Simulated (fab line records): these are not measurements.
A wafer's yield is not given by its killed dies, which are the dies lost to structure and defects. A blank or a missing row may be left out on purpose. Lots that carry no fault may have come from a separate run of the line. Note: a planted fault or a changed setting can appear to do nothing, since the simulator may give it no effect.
fab line records	flow berkeley_cmos170
record lots=5	wafers=23
route steps=331 shown V1@263 M2@272 V2@292
start_h: start of the lot's first displayed wafer, in hours after the record's first day	wait_h: time in hours since the lot's previous step	" repeats the value in the row above	L1.1+2: a row that stands for several wafers	- no value, or no start given	* or withheld: withheld	< > ~ a bound
route shown NAME@n: names a module that has steps shown in the file, with the first one's number in the route	usual: mean/standard deviation taken from wafers without a fault	same: alike in all rows	chamber/n: place in a boat	sites: the reading at each site	_std_site: the values' standard deviation	_edge_site: mean of outer sites minus mean of inner sites	radius_mm: how far each site lies from the wafer's centre	mask NAME#n: copy n	behind: the most recent tool/chamber to have shaped the wafer	hold: what put the lot on hold/how long, in hours/how the hold closed	device: which transistor (n, p or np) failed to switch	end of line: the route-end tests of the same wafers	step lacking rows: just its recipe	killed: count of dies lost to structure and defects at first sort (not the wafer's yield)	map: the dies of a wafer, with x for killed, . for not killed, _ for no die there
set.NAME: setting as actually run; set.NAME@STEP: the setting as run at that earlier step	model.NAME: the simulator's own value behind a step, which no gauge read
lots run with intentionally changed settings; tables by step, rows by wafer
## steps
# step UCB170_V1_EXPOSE_09
# recipe mask_id=VIA1	target_cd_nm=700	na=0.5	sigma_outer=0.6	source_shape=conventional	dose_mj=37
lot.wafer	tool	chamber	start_h	wait_h	mask	set.dose_mj
L078.1+2+3+4+5	krf_scanner-01	0	202.60	0.3	VIA1#0	37
L082.1+3+5	krf_scanner-02	0	214.95	0.2	VIA1#0	37
L082.2+4	"	0	"	"	VIA1#0	37.76
L083.1+4+6	krf_scanner-02	0	215.16	0.1	VIA1#0	37
L083.2+5	"	0	"	"	VIA1#0	38.27
L085.1+2+4	krf_scanner-01	0	228.35	0.2	VIA1#0	35.43
L085.3+6	"	0	"	"	VIA1#0	37
L084.1+5+6	krf_scanner-02	0	229.61	0.2	VIA1#0	37
# step UCB170_V1_PEB_10
# recipe peb_temp_c=130	peb_time_s=withheld	resist=KrF
# step UCB170_V1_DEVELOP_11
# recipe developer=TMAH	develop_time_s=45	resist=KrF	dev_temp_c=21
# step UCB170_V1_CD_MEAS_12
# recipe target_cd_nm=700
# usual cd_nm=700.3/1.4
lot.wafer	tool	chamber	start_h	wait_h	set.dose_mj@V1_EXPOSE_09	cd_nm
L078.1	cd_sem-01	-	203.11	-	37	701.2
L078.2	"	-	"	"	37	700.1
L078.3	"	-	"	"	37	701.9
L078.4	"	-	"	"	37	700.3
L078.5	"	-	"	"	37	700.8
L082.1	cd_sem-01	-	215.71	-	37	699.1
L082.2	"	-	"	"	37.76	703.4
L082.3	"	-	"	"	37	700.1
L082.4	"	-	"	"	37.76	701.6
L082.5	"	-	"	"	37	699.9
L083.1	cd_sem-02	-	215.71	-	37	699.7
L083.2	"	-	"	"	38.27	704.2
L083.4	"	-	"	"	37	699.9
L083.5	"	-	"	"	38.27	705.8
L083.6	"	-	"	"	37	698.5
L085.1	cd_sem-02	-	228.77	-	35.43	692.5
L085.2	"	-	"	"	35.43	693.6
L085.3	"	-	"	"	37	701.1
L085.4	"	-	"	"	35.43	691.8
L085.6	"	-	"	"	37	701.0
L084.1	cd_sem-02	-	230.28	-	37	701.6
L084.5	"	-	"	"	37	700.8
L084.6	"	-	"	"	37	700.0
# step UCB170_V1_ETCH_14
# recipe chemistry=CHF3/CF4/Ar	target=SiO2	stop_on=Al	CHF3_flow_sccm=45	cf4_flow_sccm=15	Ar_flow_sccm=150	pressure_mtorr=200	rf_w=700	target_depth_a=12500	over_etch_frac=0.25	time_s=291
# usual oes_product_au=0.872/0.012
lot.wafer	tool	chamber	start_h	wait_h	set.leave_above_ref_nm@V1_CMP_02	set.dose_mj@V1_EXPOSE_09	oes_product_au	model.V1.feature_depth_nm	model.V1.cd_nm
L078.1	rie_diel-03	0	203.27	0.0	1000	37	0.862	1002	701.3
L078.2	"	3	"	"	1000	37	0.863	1001	700.5
L078.3	"	2	"	"	1053	37	0.888	1053	701.5
L078.4	"	1	"	"	1053	37	0.904	1053	700.2
L078.5	"	0	"	"	1000	37	0.860	1002	701.3
L082.1	rie_diel-04	3	215.87	0.0	1000	37	0.876	998.4	699
L082.2	"	2	"	"	1000	37.76	0.875	1000	702.5
L082.3	"	1	"	"	1000	37	0.897	999.1	698.8
L082.4	"	0	"	"	1000	37.76	0.870	1001	700.6
L082.5	"	1	"	"	1000	37	0.898	1000	698.4
L083.1	rie_diel-03	1	215.87	0.0	1071	37	0.907	1070	700
L083.2	"	0	"	"	1071	38.27	0.892	1073	705.7
L083.4	"	2	"	"	1000	37	0.863	999.5	700.3
L083.5	"	3	"	"	1071	38.27	0.897	1071	706.6
L083.6	"	0	"	"	1000	37	0.855	1001	699.9
L085.1	rie_diel-03	3	228.93	0.0	1073	35.43	0.906	1073	692.7
L085.2	"	1	"	"	1000	35.43	0.869	1002	693.2
L085.3	"	2	"	"	1073	37	0.893	1073	701.2
L085.4	"	3	"	"	1000	35.43	0.871	1001	692
L085.6	"	2	"	"	1073	37	0.900	1073	700.8
L084.1	rie_diel-03	2	230.43	0.0	1000	37	0.862	1002	701.7
L084.5	"	1	"	"	1000	37	0.873	1001	701.3
L084.6	"	3	"	"	1000	37	0.865	999.8	700.5
# step UCB170_V1_STRIP_15
# recipe chemistry=O2	power_w=400	pressure_mtorr=3500	platen_temp_c=withheld	o2_flow_sccm=400	overash_fraction=0.5
# step UCB170_V1_CD_MEAS_90
# recipe target_cd_nm=700
# usual cd_nm=700.4/1.7
lot.wafer	tool	chamber	start_h	wait_h	set.dose_mj@V1_EXPOSE_09	cd_nm
L078.1	cd_sem-02	-	203.55	0.1	37	701.4
L078.2	"	-	"	"	37	700.4
L078.3	"	-	"	"	37	701.9
L078.4	"	-	"	"	37	700.0
L078.5	"	-	"	"	37	701.7
L082.1	cd_sem-02	-	216.15	0.1	37	698.8
L082.2	"	-	"	"	37.76	702.8
L082.3	"	-	"	"	37	698.6
L082.4	"	-	"	"	37.76	700.4
L082.5	"	-	"	"	37	698.6
L083.1	cd_sem-01	-	216.15	0.1	37	699.9
L083.2	"	-	"	"	38.27	705.9
L083.4	"	-	"	"	37	700.5
L083.5	"	-	"	"	38.27	706.9
L083.6	"	-	"	"	37	699.9
L085.1	cd_sem-02	-	229.20	0.1	35.43	692.7
L085.2	"	-	"	"	35.43	693.3
L085.3	"	-	"	"	37	701.0
L085.4	"	-	"	"	35.43	692.1
L085.6	"	-	"	"	37	700.9
L084.1	cd_sem-01	-	230.71	0.1	37	701.7
L084.5	"	-	"	"	37	701.3
L084.6	"	-	"	"	37	700.1
# step UCB170_M2_SPUTTER_01
# recipe material=Al	target_thk_nm=900	time_s=120	power_w=6000	chamber_pressure_pa=0.5
lot.wafer	tool	chamber	start_h	wait_h	set.time_s	model.Al_of_M2_SPUTTER_01.thk_nm
L078.1	pvd_sputter-04	-	203.74	0.0	127.8	942
L078.2	"	-	"	"	120	876.7
L078.3	"	-	"	"	127.8	958.2
L078.4	"	-	"	"	120	872.4
L078.5	"	-	"	"	127.8	949
L082.1	pvd_sputter-02	-	216.33	0.0	120	907.9
L082.2	"	-	"	"	120	891
L082.3	"	-	"	"	120	898.4
L082.4	"	-	"	"	105.7	800.5
L082.5	"	-	"	"	105.7	801.3
L083.1	pvd_sputter-03	-	216.34	0.0	120	901.2
L083.2	"	-	"	"	120	912.2
L083.4+6	"	-	"	"	115	868.3
L083.5	"	-	"	"	115	866.8
L085.1	pvd_sputter-03	-	229.39	0.0	128.9	961.5
L085.2	"	-	"	"	128.9	967.9
L085.3	"	-	"	"	128.9	968
L085.4	"	-	"	"	120	902.3
L085.6	"	-	"	"	120	902.5
L084.1	pvd_sputter-02	-	230.90	0.0	120	896.8
L084.5	"	-	"	"	120	903.2
L084.6	"	-	"	"	120	915.6
# step UCB170_M2_RS_MEAS_02
# recipe thk_meas_gauge=four-point-probe	reads=Al_of_M2_SPUTTER_01
# usual M2_AL_RS=0.0323/0.00032
lot.wafer	tool	chamber	start_h	wait_h	set.time_s@M2_SPUTTER_01	M2_AL_RS[ohm/sq]
L078.1	film_metro-04	-	203.82	0.0	127.8	0.0308
L078.2	"	-	"	"	120	0.0332
L078.3	"	-	"	"	127.8	0.0302
L078.4	"	-	"	"	120	0.0333
L078.5	"	-	"	"	127.8	0.0306
L082.1	film_metro-01	-	216.42	0.0	120	0.0319
L082.2	"	-	"	"	120	0.0324
L082.3	"	-	"	"	120	0.0322
L082.4	"	-	"	"	105.7	0.0362
L082.5	"	-	"	"	105.7	0.0362
L083.1	film_metro-03	-	216.42	0.0	120	0.0321
L083.2	"	-	"	"	120	0.0317
L083.4	"	-	"	"	115	0.0333
L083.5	"	-	"	"	115	0.0334
L083.6	"	-	"	"	115	0.0334
L085.1	film_metro-03	-	229.47	0.0	128.9	0.0301
L085.2	"	-	"	"	128.9	0.0299
L085.3	"	-	"	"	128.9	0.0299
L085.4	"	-	"	"	120	0.0321
L085.6	"	-	"	"	120	0.0321
L084.1	film_metro-01	-	230.98	0.0	120	0.0322
L084.5	"	-	"	"	120	0.0320
L084.6	"	-	"	"	120	0.0316
# step UCB170_M2_THK_MEAS_03
# recipe thk_meas_gauge=xrf	reads=Al_of_M2_SPUTTER_01
# usual M2_AL_THK=888/9.6
lot.wafer	tool	chamber	start_h	wait_h	set.time_s@M2_SPUTTER_01	M2_AL_THK[nm]
L078.1	film_metro-04	-	203.94	0.1	127.8	935
L078.2	"	-	"	"	120	867
L078.3	"	-	"	"	127.8	951
L078.4	"	-	"	"	120	857
L078.5	"	-	"	"	127.8	935
L082.1	film_metro-01	-	216.54	0.1	120	902
L082.2	"	-	"	"	120	882
L082.3	"	-	"	"	120	888
L082.4	"	-	"	"	105.7	792
L082.5	"	-	"	"	105.7	793
L083.1	film_metro-03	-	216.54	0.1	120	891
L083.2	"	-	"	"	120	907
L083.4	"	-	"	"	115	862
L083.5	"	-	"	"	115	860
L083.6	"	-	"	"	115	861
L085.1	film_metro-03	-	229.59	0.1	128.9	956
L085.2	"	-	"	"	128.9	959
L085.3	"	-	"	"	128.9	959
L085.4	"	-	"	"	120	897
L085.6	"	-	"	"	120	898
L084.1	film_metro-01	-	231.10	0.1	120	889
L084.5	"	-	"	"	120	896
L084.6	"	-	"	"	120	903
# step UCB170_M2_PEB_13
# recipe peb_temp_c=130	peb_time_s=withheld	resist=KrF
lot.wafer	tool	chamber	start_h	wait_h	set.peb_temp_c
L078.1+2+3+4+5	litho_track-02	0	206.96	0.9	130
L083.1+4	litho_track-02	0	218.02	0.1	130
L083.2+5+6	"	0	"	"	128.8
L082.1+2+5	litho_track-02	0	218.29	0.3	127.8
L082.3+4	"	0	"	"	130
L085.1+4	litho_track-02	0	231.18	0.1	130
L085.2+3+6	"	0	"	"	131.5
L084.1+5+6	litho_track-01	0	232.45	0.1	130
# step UCB170_M2_DEVELOP_14
# recipe developer=TMAH	develop_time_s=45	resist=KrF	dev_temp_c=21
# step UCB170_M2_CD_MEAS_15
# recipe target_cd_nm=700
# usual cd_nm=699.6/1.5
lot.wafer	tool	chamber	start_h	wait_h	set.peb_temp_c@M2_PEB_13	cd_nm
L078.1	cd_sem-01	-	207.24	-	130	699.9
L078.2	"	-	"	"	130	698.7
L078.3	"	-	"	"	130	699.6
L078.4	"	-	"	"	130	698.3
L078.5	"	-	"	"	130	698.6
L083.1	cd_sem-01	-	218.29	-	130	701.6
L083.2	"	-	"	"	128.8	709.5
L083.4	"	-	"	"	130	702.8
L083.5	"	-	"	"	128.8	709.6
L083.6	"	-	"	"	128.8	708.7
L082.1	cd_sem-02	-	218.57	-	127.8	713.3
L082.2	"	-	"	"	127.8	712.4
L082.3	"	-	"	"	130	697.5
L082.4	"	-	"	"	130	697.5
L082.5	"	-	"	"	127.8	713.5
L085.1	cd_sem-01	-	231.45	-	130	698.0
L085.2	"	-	"	"	131.5	689.0
L085.3	"	-	"	"	131.5	687.7
L085.4	"	-	"	"	130	697.5
L085.6	"	-	"	"	131.5	688.9
L084.1	cd_sem-01	-	232.73	-	130	701.5
L084.5	"	-	"	"	130	698.6
L084.6	"	-	"	"	130	700.3
# step UCB170_M2_ETCH_17
# recipe chemistry=N2/H2	target_depth_a=withheld	overetch_a=withheld	target=BARC	time_s=withheld	source_w=500	bias_w=100	pressure_mtorr=28.73	n2_flow_sccm=100	h2_flow_sccm=200
lot.wafer	tool	chamber	start_h	wait_h	set.peb_temp_c@M2_PEB_13	model.M2.cd_nm
L078.1+3	rie_diel-04	3,1	207.39	0.0	130	699.8
L078.2	"	2	"	"	130	698.6
L078.4	"	0	"	"	130	697.9
L078.5	"	3	"	"	130	698.8
L083.1	rie_diel-01	3	218.45	0.0	130	701.8
L083.2	"	0	"	"	128.8	707.8
L083.4	"	1	"	"	130	702
L083.5	"	3	"	"	128.8	709
L083.6	"	0	"	"	128.8	707.6
L082.1	rie_diel-02	3	218.72	0.0	127.8	713.2
L082.2	"	1	"	"	127.8	712.3
L082.3	"	0	"	"	130	698.4
L082.4	"	0	"	"	130	697.5
L082.5	"	1	"	"	127.8	713.5
L085.1	rie_diel-04	0	231.61	0.0	130	698.4
L085.2	"	2	"	"	131.5	689.7
L085.3	"	1	"	"	131.5	689.1
L085.4	"	3	"	"	130	698.2
L085.6	"	1	"	"	131.5	688.8
L084.1	rie_diel-02	3	232.89	0.0	130	702.1
L084.5	"	3	"	"	130	698.7
L084.6	"	2	"	"	130	700.6
# step UCB170_M2_METAL_ETCH_18
# recipe chemistry=Cl2/BCl3	target=Al	stop_on=SiO2	pressure_mtorr=12	target_depth_a=11700	over_etch_frac=0.3	time_s=195	icp_w=600	bias_w=120	Cl2_flow_sccm=90	bcl3_flow_sccm=45
# usual oes_product_au=0.845/0.012
lot.wafer	tool	chamber	start_h	wait_h	set.leave_above_ref_nm@V1_CMP_02	set.time_s@M2_SPUTTER_01	set.peb_temp_c@M2_PEB_13	oes_product_au	model.SiO2_of_V1_CVD_00.thk_nm	model.M2.cd_nm
L078.1	rie_metal-04	0	207.43	-	1000	127.8	130	0.859	-	699.7
L078.2	"	1	"	"	1000	120	130	0.833	938.7	697.2
L078.3	"	1	"	"	1053	127.8	130	0.880	-	696
L078.4	"	0	"	"	1053	120	130	0.819	992.6	698.8
L078.5	"	1	"	"	1000	127.8	130	0.869	-	697.3
L083.1	rie_metal-03	1	218.49	-	1071	120	130	0.842	1005	702.3
L083.2	"	0	"	"	1071	120	128.8	0.851	1010	705.9
L083.4	"	0	"	"	1000	115	130	0.826	937.7	702.2
L083.5	"	1	"	"	1071	115	128.8	0.834	1006	710.3
L083.6	"	0	"	"	1000	115	128.8	0.828	938.4	707.1
L082.1	rie_metal-01	1	218.77	-	1000	120	127.8	0.875	936.7	712.2
L082.2	"	0	"	"	1000	120	127.8	0.864	936.9	713.4
L082.3	"	1	"	"	1000	120	130	0.867	937.1	698.9
L082.4	"	0	"	"	1000	105.7	130	0.803	-	698.9
L082.5	"	0	"	"	1000	105.7	127.8	0.805	-	716.2
L085.1	rie_metal-04	1	231.65	-	1073	128.9	130	0.873	-	698
L085.2	"	0	"	"	1000	128.9	131.5	0.874	-	693
L085.3	"	1	"	"	1073	128.9	131.5	0.879	-	686.8
L085.4	"	0	"	"	1000	120	130	0.838	939.9	700.1
L085.6	"	0	"	"	1073	120	131.5	0.833	1012	689.5
L084.1	rie_metal-03	1	232.93	-	1000	120	130	0.845	936.7	704.2
L084.5	"	1	"	"	1000	120	130	0.851	935.7	700
L084.6	"	0	"	"	1000	120	130	0.851	936.8	702.6
# step UCB170_M2_STRIP_19
# recipe chemistry=O2	power_w=400	pressure_mtorr=3500	platen_temp_c=withheld	o2_flow_sccm=400	overash_fraction=0.5
# step UCB170_M2_CD_MEAS_90
# recipe target_cd_nm=700
# usual cd_nm=699.6/2.2
lot.wafer	tool	chamber	start_h	wait_h	set.peb_temp_c@M2_PEB_13	cd_nm
L078.1	cd_sem-01	-	207.78	0.1	130	699.6
L078.2	"	-	"	"	130	697.2
L078.3	"	-	"	"	130	695.7
L078.4	"	-	"	"	130	698.6
L078.5	"	-	"	"	130	697.4
L083.1	cd_sem-02	-	218.78	0.1	130	702.1
L083.2	"	-	"	"	128.8	706.2
L083.4	"	-	"	"	130	702.3
L083.5	"	-	"	"	128.8	710.1
L083.6	"	-	"	"	128.8	707.0
L082.1	cd_sem-01	-	219.05	0.1	127.8	712.3
L082.2	"	-	"	"	127.8	713.4
L082.3	"	-	"	"	130	698.9
L082.4	"	-	"	"	130	698.9
L082.5	"	-	"	"	127.8	716.3
L085.1	cd_sem-02	-	232.00	0.1	130	698.2
L085.2	"	-	"	"	131.5	693.1
L085.3	"	-	"	"	131.5	686.8
L085.4	"	-	"	"	130	699.8
L085.6	"	-	"	"	131.5	689.6
L084.1	cd_sem-02	-	233.22	0.1	130	703.9
L084.5	"	-	"	"	130	700.3
L084.6	"	-	"	"	130	702.8
# step UCB170_V2_CVD_00
# recipe material=SiO2	target_thk_nm=2000	temp_c=390	precursor=TEOS/O2	time_s=250	rf_w=550	pressure_mtorr=9000
lot.wafer	tool	chamber	start_h	wait_h	set.time_s	model.SiO2_of_V2_CVD_00.thk_nm
L078.1	pecvd-01	0	207.90	0.1	250	-
L078.2	"	2	"	"	285.4	2275
L078.3	"	1	"	"	250	1965
L078.4	"	1	"	"	285.4	-
L078.5	"	0	"	"	285.4	2291
L083.1	pecvd-03	2	218.90	0.1	264	2108
L083.2+4	"	0,2	"	"	264	-
L083.5	"	1	"	"	250	2007
L083.6	"	0	"	"	250	-
L082.1	pecvd-02	1	219.17	0.1	286.6	2299
L082.2	"	0	"	"	250	2001
L082.3	"	2	"	"	286.6	2261
L082.4	"	0	"	"	286.6	2307
L082.5	"	2	"	"	250	1991
L085.1	pecvd-02	0	232.12	0.1	275.7	2208
L085.2	"	1	"	"	275.7	2207
L085.3	"	2	"	"	250	1962
L085.4	"	2	"	"	250	1984
L085.6	"	1	"	"	275.7	2216
L084.1	pecvd-01	2	233.34	0.1	250	2024
L084.5	"	1	"	"	250	2017
L084.6	"	2	"	"	250	2051
# step UCB170_V2_THK_MEAS_01
# recipe reads=SiO2_of_V2_CVD_00
# usual V2_TEOS_THK=2008/26
lot.wafer	tool	chamber	start_h	wait_h	set.time_s@V2_CVD_00	V2_TEOS_THK[nm]
L078.1	film_metro-01	-	208.06	0.1	250	1972
L078.2	"	-	"	"	285.4	2277
L078.3	"	-	"	"	250	1965
L078.4	"	-	"	"	285.4	2282
L078.5	"	-	"	"	285.4	2293
L083.1	film_metro-01	-	219.06	0.1	264	2107
L083.2	"	-	"	"	264	2083
L083.4	"	-	"	"	264	2132
L083.5	"	-	"	"	250	2008
L083.6	"	-	"	"	250	2010
L082.1	film_metro-02	-	219.33	0.1	286.6	2298
L082.2	"	-	"	"	250	2000
L082.3	"	-	"	"	286.6	2260
L082.4	"	-	"	"	286.6	2308
L082.5	"	-	"	"	250	1993
L085.1	film_metro-01	-	232.28	0.1	275.7	2207
L085.2	"	-	"	"	275.7	2208
L085.3	"	-	"	"	250	1964
L085.4	"	-	"	"	250	1985
L085.6	"	-	"	"	275.7	2214
L084.1	film_metro-02	-	233.49	0.1	250	2024
L084.5	"	-	"	"	250	2015
L084.6	"	-	"	"	250	2050
## key
split step=UCB170_V1_EXPOSE_09	setting=dose_mj	stated=37	by=wafer
response step=UCB170_V1_CD_MEAS_12	reading=cd_nm	change=+1.79	per=1%	r=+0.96
response step=UCB170_V1_ETCH_14	reading=model.V1.cd_nm	change=+1.83	per=1%	r=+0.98
response step=UCB170_V1_CD_MEAS_90	reading=cd_nm	change=+1.84	per=1%	r=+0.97
split step=UCB170_M2_SPUTTER_01	setting=time_s	stated=120	by=wafer
response step=UCB170_M2_SPUTTER_01	reading=model.Al_of_M2_SPUTTER_01.thk_nm	change=+8.93	per=1%	r=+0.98
response step=UCB170_M2_RS_MEAS_02	reading=M2_AL_RS	change=-0.000341	per=1%	r=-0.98
response step=UCB170_M2_THK_MEAS_03	reading=M2_AL_THK	change=+8.91	per=1%	r=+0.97
response step=UCB170_M2_METAL_ETCH_18	reading=oes_product_au	change=+0.00554	per=1%	r=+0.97
split step=UCB170_M2_PEB_13	setting=peb_temp_c	stated=130	by=wafer
response step=UCB170_M2_CD_MEAS_15	reading=cd_nm	change=-8.61	per=1%	r=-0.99
response step=UCB170_M2_ETCH_17	reading=model.M2.cd_nm	change=-8.27	per=1%	r=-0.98
response step=UCB170_M2_METAL_ETCH_18	reading=model.M2.cd_nm	change=-8.2	per=1%	r=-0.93
response step=UCB170_M2_CD_MEAS_90	reading=cd_nm	change=-8.19	per=1%	r=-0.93
split step=UCB170_V2_CVD_00	setting=time_s	stated=250	by=wafer
response step=UCB170_V2_CVD_00	reading=model.SiO2_of_V2_CVD_00.thk_nm	change=+21.3	per=1%	r=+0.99
response step=UCB170_V2_THK_MEAS_01	reading=V2_TEOS_THK	change=+21.2	per=1%	r=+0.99
split outside_this_file step=UCB170_V1_CMP_02 setting=leave_above_ref_nm
# split outside_this_file: this setting was split too, and the file shows its column; the key of that split is in another file
